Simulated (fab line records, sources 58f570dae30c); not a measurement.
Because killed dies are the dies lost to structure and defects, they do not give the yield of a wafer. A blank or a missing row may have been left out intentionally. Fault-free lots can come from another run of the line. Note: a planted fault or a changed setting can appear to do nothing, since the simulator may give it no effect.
fab line records	flow berkeleyCmos170	part 2 of 2: steps 24 to 33 of 33
record: lots: 5	wafers: 15	lastDay: 12
route steps=331 shown M2@285 V2@292 M3@309
lots untouched by any fault: they come from a run of this same line in which no faults occurred
startH: the number of hours between the record's first day and the start of the first shown wafer of the lot	waitH: hours from the lot's prior step to this one	" the same as in the row above	L1.1+2: a single row standing in for several wafers	- no value present, or no start provided	* or withheld: withheld	< > ~ a bound
route shown NAME@n: NAME is a module with steps in the file, n the number in the route of the first one	usual: mean and standard deviation over wafers with no fault	same: alike in all rows	chamber/n: place in a boat	sites: each site's reading	_std_site: how widely they spread, as a standard deviation	_edge_site: the outer-site mean with the inner-site mean subtracted	radiusMm: how far each site lies from the wafer's centre	mask NAME#n: copy n	behind: the tool/chamber that last shaped the wafer	hold: what put the lot on hold/how long, in hours/how the hold closed	device: whichever transistor did not switch (one of n, p or np)	end of line: tests of these same wafers at the route's end	step lacking rows: just its recipe	killed: dies lost to structure and defects at the first sort, not the wafer's yield	map: dies across one wafer; x = killed, . = not, _ = none there
set.NAME: setting as actually run; set.NAME@STEP: the setting as run at that earlier step	model.NAME: the simulator's own value behind a step, which no gauge read
lots at selected steps of the route; one table per step, one row per wafer
services: from which hour (startH, from the record's first day; less than 0 if before it) a tool's chamber was out of use, for how many hours, and why
== steps ==
step: UCB170_V2_CD_MEAS_90
recipe: targetCdNm: 700
usual: cdNm: 699.6/1.6
lot.wafer	tool	chamber	startH	waitH	cdNm
L075.1	cdSem-01	-	157.59	0.1	698.8
L075.4	"	-	"	"	699.1
L075.6	"	-	"	"	698.2
L076.2	cdSem-02	-	173.66	0.1	696.7
L076.3	"	-	"	"	699.4
L076.4	"	-	"	"	697.7
L079.1	cdSem-01	-	185.12	0.1	699.2
L079.2	"	-	"	"	701.9
L079.5	"	-	"	"	701.3
L093.4	cdSem-01	-	268.50	0.1	700.4
L093.5	"	-	"	"	699.6
L093.6	"	-	"	"	701.2
L096.1	cdSem-01	-	281.71	0.1	698.1
L096.3	"	-	"	"	699.9
L096.6	"	-	"	"	699.8
step: UCB170_M3_PRE_CLEAN_00
recipe: gas: Ar	precleanEtchTimeS: 60
lot.wafer	tool	chamber	startH	waitH
L075.1+4+6	pvdSputter-02	-	157.71	0.1
L076.2+3+4	pvdSputter-01	-	173.76	0.1
L079.1+2+5	pvdSputter-04	-	185.24	0.1
L093.4+5+6	pvdSputter-01	-	268.56	0.0
L096.1+3+6	pvdSputter-01	-	281.83	0.1
step: UCB170_M3_SPUTTER_01
recipe: material: Al	targetThkNm: 900	timeS: 120	powerW: 6000	chamberPressurePa: 0.5
usual: throttleValvePct: 29.6/1
lot.wafer	tool	chamber	startH	waitH	throttleValvePct
L075.1	pvdSputter-02	-	157.78	0.0	31.6
L075.4	"	-	"	"	29.1
L075.6	"	-	"	"	31.4
L076.2	pvdSputter-01	-	173.83	0.0	30.8
L076.3	"	-	"	"	30.4
L076.4	"	-	"	"	28.8
L079.1	pvdSputter-04	-	185.31	0.0	29.5
L079.2	"	-	"	"	29.3
L079.5	"	-	"	"	28.9
L093.4	pvdSputter-01	-	268.62	0.0	30.5
L093.5	"	-	"	"	30.7
L093.6	"	-	"	"	30.5
L096.1	pvdSputter-01	-	281.90	0.0	30.6
L096.3	"	-	"	"	29.0
L096.6	"	-	"	"	28.6
step: UCB170_M3_RS_MEAS_02
recipe: thkMeasGauge: four-point-probe	reads: Al_of_M3_SPUTTER_01
usual: M3_AL_RS: 0.0321/0.00041
lot.wafer	tool	chamber	startH	waitH	M3_AL_RS[ohm/sq]
L075.1	filmMetro-01	-	157.86	0.0	0.0321
L075.4	"	-	"	"	0.0320
L075.6	"	-	"	"	0.0321
L076.2	filmMetro-04	-	173.93	0.1	0.0322
L076.3	"	-	"	"	0.0325
L076.4	"	-	"	"	0.0327
L079.1	filmMetro-04	-	185.39	0.0	0.0323
L079.2	"	-	"	"	0.0319
L079.5	"	-	"	"	0.0323
L093.4	filmMetro-01	-	268.77	0.1	0.0319
L093.5	"	-	"	"	0.0322
L093.6	"	-	"	"	0.0319
L096.1	filmMetro-03	-	281.98	0.0	0.0320
L096.3	"	-	"	"	0.0323
L096.6	"	-	"	"	0.0324
step: UCB170_M3_THK_MEAS_03
recipe: thkMeasGauge: xrf	reads: Al_of_M3_SPUTTER_01
usual: M3_AL_THK: 902/12
lot.wafer	tool	chamber	startH	waitH	M3_AL_THK[nm]
L075.1	filmMetro-01	-	157.98	0.1	907
L075.4	"	-	"	"	914
L075.6	"	-	"	"	904
L076.2	filmMetro-04	-	174.04	0.1	899
L076.3	"	-	"	"	896
L076.4	"	-	"	"	887
L079.1	filmMetro-04	-	185.51	0.1	903
L079.2	"	-	"	"	909
L079.5	"	-	"	"	902
L093.4	filmMetro-01	-	268.86	0.1	903
L093.5	"	-	"	"	896
L093.6	"	-	"	"	905
L096.1	filmMetro-03	-	282.10	0.1	904
L096.3	"	-	"	"	897
L096.6	"	-	"	"	900
step: UCB170_M3_HMDS_04
recipe: primeTimeS: 60	primeTempC: 100
usual: chillPlateTempC: 23.00/0.095	exhaustPa: 45.1/0.81
lot.wafer	tool	chamber	startH	waitH	chillPlateTempC	exhaustPa
L075.1	lithoTrack-03	0	158.04	0.1	22.87	46.1
L075.4	"	0	"	"	22.90	46.2
L075.6	"	0	"	"	22.95	45.7
L076.2	lithoTrack-04	0	174.24	0.2	23.15	44.5
L076.3	"	0	"	"	23.00	45.7
L076.4	"	0	"	"	23.07	45.5
L079.1	lithoTrack-04	0	185.57	0.1	22.98	45.4
L079.2	"	0	"	"	22.94	45.6
L079.5	"	0	"	"	22.76	44.4
L093.4	lithoTrack-04	0	268.96	0.1	23.06	44.5
L093.5	"	0	"	"	23.24	45.5
L093.6	"	0	"	"	23.03	44.9
L096.1	lithoTrack-03	0	283.06	0.9	22.94	43.9
L096.3	"	0	"	"	22.93	43.6
L096.6	"	0	"	"	23.04	45.1
step: UCB170_M3_COAT_05
recipe: resist: KrF	spinRpm: 1500	resistThkNm: 900
usual: chillPlateTempC: 23.02/0.13	exhaustPa: 45.1/0.9
lot.wafer	tool	chamber	startH	waitH	chillPlateTempC	exhaustPa
L075.1	lithoTrack-03	0	158.19	0.1	22.90	44.7
L075.4	"	0	"	"	23.04	45.5
L075.6	"	0	"	"	22.90	45.1
L076.2	lithoTrack-04	0	174.39	0.1	23.06	45.3
L076.3	"	0	"	"	22.82	46.3
L076.4	"	0	"	"	23.12	44.2
L079.1	lithoTrack-04	0	185.72	0.1	23.11	43.9
L079.2	"	0	"	"	23.05	43.1
L079.5	"	0	"	"	22.91	43.7
L093.4	lithoTrack-04	0	269.11	0.1	23.06	44.5
L093.5	"	0	"	"	22.76	44.3
L093.6	"	0	"	"	22.87	46.0
L096.1	lithoTrack-03	0	283.21	0.1	22.99	44.7
L096.3	"	0	"	"	22.96	46.1
L096.6	"	0	"	"	22.98	45.5
step: UCB170_M3_SOFTBAKE_06
recipe: resist: KrF	tempC: 130	timeS: 60
usual: chillPlateTempC: 23.00/0.1	exhaustPa: 45.0/0.96
lot.wafer	tool	chamber	startH	waitH	chillPlateTempC	exhaustPa
L075.1	lithoTrack-03	0	158.34	0.1	22.89	44.5
L075.4	"	0	"	"	22.95	45.3
L075.6	"	0	"	"	22.93	45.8
L076.2	lithoTrack-04	0	174.54	0.1	23.12	45.0
L076.3	"	0	"	"	22.87	44.5
L076.4	"	0	"	"	23.03	45.2
L079.1	lithoTrack-04	0	185.87	0.1	22.95	46.3
L079.2	"	0	"	"	22.99	46.2
L079.5	"	0	"	"	22.90	45.9
L093.4	lithoTrack-04	0	269.26	0.1	23.13	43.4
L093.5	"	0	"	"	23.08	43.8
L093.6	"	0	"	"	22.95	44.1
L096.1	lithoTrack-03	0	283.36	0.1	23.00	44.7
L096.3	"	0	"	"	23.07	45.3
L096.6	"	0	"	"	22.93	45.5
step: UCB170_M3_STRIP_07
recipe: chemistry: O2	powerW: 400	pressureMtorr: 3500	platenTempC: withheld	o2FlowSccm: 400	overashFraction: 0.5
usual: drypumpMotorCurrentA: 5.6/0.42	oesProductAu: 0.735/0.0043	stripTimeToEndpointS: 21.96/0.063
lot.wafer	tool	chamber	startH	waitH	drypumpMotorCurrentA	oesProductAu	rfHoursCounterH	stripTimeToEndpointS
L075.1	plasmaAsher-02	1	158.49	0.1	5.7	0.735	45	22.10
L075.4	"	0	"	"	5.6	0.727	-	22.06
L075.6	"	1	"	"	5.7	0.736	-	22.06
L076.2	plasmaAsher-04	1	174.66	0.1	5.0	0.742	6	22.00
L076.3	"	0	"	"	5.2	0.728	-	21.94
L076.4	"	1	"	"	5.0	0.735	-	22.02
L079.1	plasmaAsher-04	0	186.02	0.1	5.2	0.727	7	22.03
L079.2	"	1	"	"	5.1	0.733	7	21.94
L079.5	"	1	"	"	5.1	0.728	-	22.08
L093.4	plasmaAsher-02	0	269.37	0.1	5.6	0.734	-	21.90
L093.5	"	1	"	"	5.7	0.733	-	21.97
L093.6	"	0	"	"	5.6	0.728	-	21.90
L096.1	plasmaAsher-01	0	283.51	0.1	6.6	0.741	46	22.01
L096.3	"	0	"	"	6.6	0.741	-	21.94
L096.6	"	1	"	"	5.9	0.731	-	22.02
step: UCB170_M3_STRIP_08
recipe: chemistry: DMSO	tempC: 80	timeS: 600	material: KrF
lot.wafer	tool	chamber	startH	waitH
L075.1+4+6	wetBench-04	3	159.64	1.1
L076.2+3+4	wetBench-03	1	176.68	2.0
L079.1+2+5	wetBench-03	0	187.63	1.6
L093.4+5+6	wetBench-04	1	269.62	0.2
L096.1+3+6	wetBench-02	2	286.57	3.0
== services ==
tool	chamber	startH	hours	kind
rieDiel-04	0	134.18	4.5	repair
wetBench-01	-	135.26	4.9	repair
cmp-02	-	139.38	0.9	repair
pecvd-02	-	144.18	1.0	repair
krfScanner-01	-	146.86	4.4	pm
rieMetal-03	-	148.32	0.6	repair
wetBench-02	-	151.31	38.1	pm
krfScanner-02	-	161.59	1.0	pm
krfScanner-01	-	164.61	1.0	pm
wetBench-01	-	173.75	51.5	pm
rieMetal-03	0	179.00	16.4	repair
wetBench-02	-	192.57	1.9	pm
krfScanner-01	-	202.97	0.8	repair
pvdSputter-02	-	209.34	2.7	repair
cmp-02	-	211.45	0.4	repair
pecvd-02	-	221.30	6.6	repair
rieDiel-04	3	229.16	6.1	repair
krfScanner-01	-	232.13	1.3	pm
plasmaAsher-03	-	235.74	4.2	pm
pvdSputter-04	-	243.23	0.8	repair
krfScanner-01	-	245.87	0.8	pm
pecvd-03	2	254.22	11.5	repair
krfScanner-02	-	257.94	4.4	pm
rieDiel-01	-	273.65	2.8	pm
